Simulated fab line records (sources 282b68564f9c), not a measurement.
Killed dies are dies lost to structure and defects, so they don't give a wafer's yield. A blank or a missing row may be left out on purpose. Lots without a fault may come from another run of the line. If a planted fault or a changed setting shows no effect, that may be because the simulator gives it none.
Which tool did it? | flow rit cmos | 42 wafers from 14 lots sampled at 2 of the route's 202 steps

WHAT THE GAUGES SHOWED, per wafer
RIT_ACTIVE_CD_MEAS_90 targets a cd of 1400 nm. Usual: 1400.2 nm for cd nm, sd 2.6.
lot  | measured    | on        | cd nm (nm)           | flag
L394 | day 1 15:17 | cd sem-01 | 1398.8 1400.9 1398.3 |
L396 | day 2 03:56 | cd sem-02 | 1398.7 1400.6 1398.1 |
L398 | day 2 12:11 | cd sem-02 | 1401.4 1400.8 1400.8 |
L399 | day 2 19:18 | cd sem-02 | 1399.1 1395.9 1398.1 |
L400 | day 2 22:16 | cd sem-01 | 1400.4 1402.4 1402.3 |
L402 | day 3 09:01 | cd sem-02 | - - -                | OFF
L403 | day 3 12:14 | cd sem-01 | - - -                | OFF
L406 | day 4 04:31 | cd sem-01 | 1399.2 1401.5 1398.3 |
L407 | day 4 09:48 | cd sem-02 | 1401.7 1404.3 1403.8 |
L408 | day 4 15:50 | cd sem-02 | 1398.7 1398.7 1396.7 |
L409 | day 4 20:49 | cd sem-02 | 1403.3 1404.3 1403.1 |
L412 | day 5 09:35 | cd sem-01 | 1405.4 1404.0 1405.5 |
L413 | day 5 15:16 | cd sem-01 | 1398.0 1398.7 1399.1 |
L417 | day 6 12:02 | cd sem-02 | 1397.1 1396.6 1396.1 |

WHAT TOOL EACH LOT RAN ON (gives the tool, then ch and the chambers of the sampled wafers, and finally the start)
lot  | RIT_ACTIVE_CVD_03
L394 | lpcvd-02 ch 1, day 1 12:12
L396 | lpcvd-01 ch 0, day 2 01:02
L398 | lpcvd-01 ch 0, day 2 09:15
L399 | lpcvd-01 ch 1, day 2 16:16
L400 | lpcvd-01 ch 1, day 2 19:17
L402 | lpcvd-01 ch 1, day 3 05:59
L403 | lpcvd-02 ch 0, day 3 09:07
L406 | lpcvd-01 ch 1, day 4 00:54
L407 | lpcvd-02 ch 0, day 4 06:14
L408 | lpcvd-02 ch 0, day 4 12:47
L409 | lpcvd-01 ch 0, day 4 17:54
L412 | lpcvd-02 ch 1, day 5 06:39
L413 | lpcvd-01 ch 1, day 5 12:22
L417 | lpcvd-02 ch 1, day 6 08:17
- RIT_ACTIVE_CVD_03: deposits Si3N4 from SiH2Cl2/NH3, target thk 150 nm, time 1500 s.

AS READ BY THE TOOLS THEMSELVES (means over the sampled wafers that have a number; for cases with no such wafer, the mark the record gives instead)
RIT_ACTIVE_CVD_03. Usual: nh3 flow sccm 150.1 sccm, standard deviation 0.42; pressure mtorr 300.0 mTorr, standard deviation 0.6; sih2cl2 flow sccm 59.97 sccm, standard deviation 0.17; zone power centre pct 38 %, standard deviation 3.2.
lot  | tool     | nh3 flow sccm (sccm) | pressure mtorr (mTorr) | sih2cl2 flow sccm (sccm) | zone power centre pct (%) | flag
L394 | lpcvd-02 | 149.9                | 300.2                  | 60.03                    | 36                        |
L396 | lpcvd-01 | 149.8                | 300.5                  | 60.11                    | 41                        |
L398 | lpcvd-01 | 150.5                | 299.8                  | 59.96                    | 42                        |
L399 | lpcvd-01 | 149.4                | 299.7                  | 59.97                    | 41                        |
L400 | lpcvd-01 | 149.7                | 299.9                  | 60.08                    | 41                        |
L402 | lpcvd-01 | -                    | -                      | -                        | -                         | OFF
L403 | lpcvd-02 | -                    | -                      | -                        | -                         | OFF
L406 | lpcvd-01 | 150.4                | 299.9                  | 59.94                    | 41                        |
L407 | lpcvd-02 | 149.9                | 299.4                  | 60.12                    | 34                        |
L408 | lpcvd-02 | 149.8                | 300.3                  | 59.89                    | 34                        |
L409 | lpcvd-01 | 149.9                | 300.0                  | 59.98                    | 42                        |
L412 | lpcvd-02 | 150.4                | 299.3                  | 60.02                    | 37                        |
L413 | lpcvd-01 | 149.9                | 300.9                  | 60.18                    | 41                        |
L417 | lpcvd-02 | 150.1                | 299.9                  | 59.98                    | 36                        |

THE ANSWER, worked out from the rows above alone
Rule: a lot is off if the mean of its wafers that have a number lies more than 3 standard deviations from the usual mean. A lot without any number at a reading at which 4 lots or more have one is off too. The other lots that the step has rows for count as sound. After the gauges, taken in route order, come the tools' own readings; for these a lot's mean is taken, as printed above. At the first step where some lot is off, the reading lying furthest off is the one used; lots without a number count as furthest.
Off: L402, L403 (RIT_ACTIVE_CD_MEAS_90, cd nm). Without a number there: L402, L403.
A tool fits if, at a process step before that reading, it ran every lot that is off, and no sound lot after the first of them. The gauges at RIT_ACTIVE_CD_MEAS_90 aren't tried: what is off there is off at RIT_ACTIVE_CVD_03 too, on other tools, and a gauge's error can't cause that. No candidate that was tried fits.

WHAT THE SIMULATOR HAD PUT IN
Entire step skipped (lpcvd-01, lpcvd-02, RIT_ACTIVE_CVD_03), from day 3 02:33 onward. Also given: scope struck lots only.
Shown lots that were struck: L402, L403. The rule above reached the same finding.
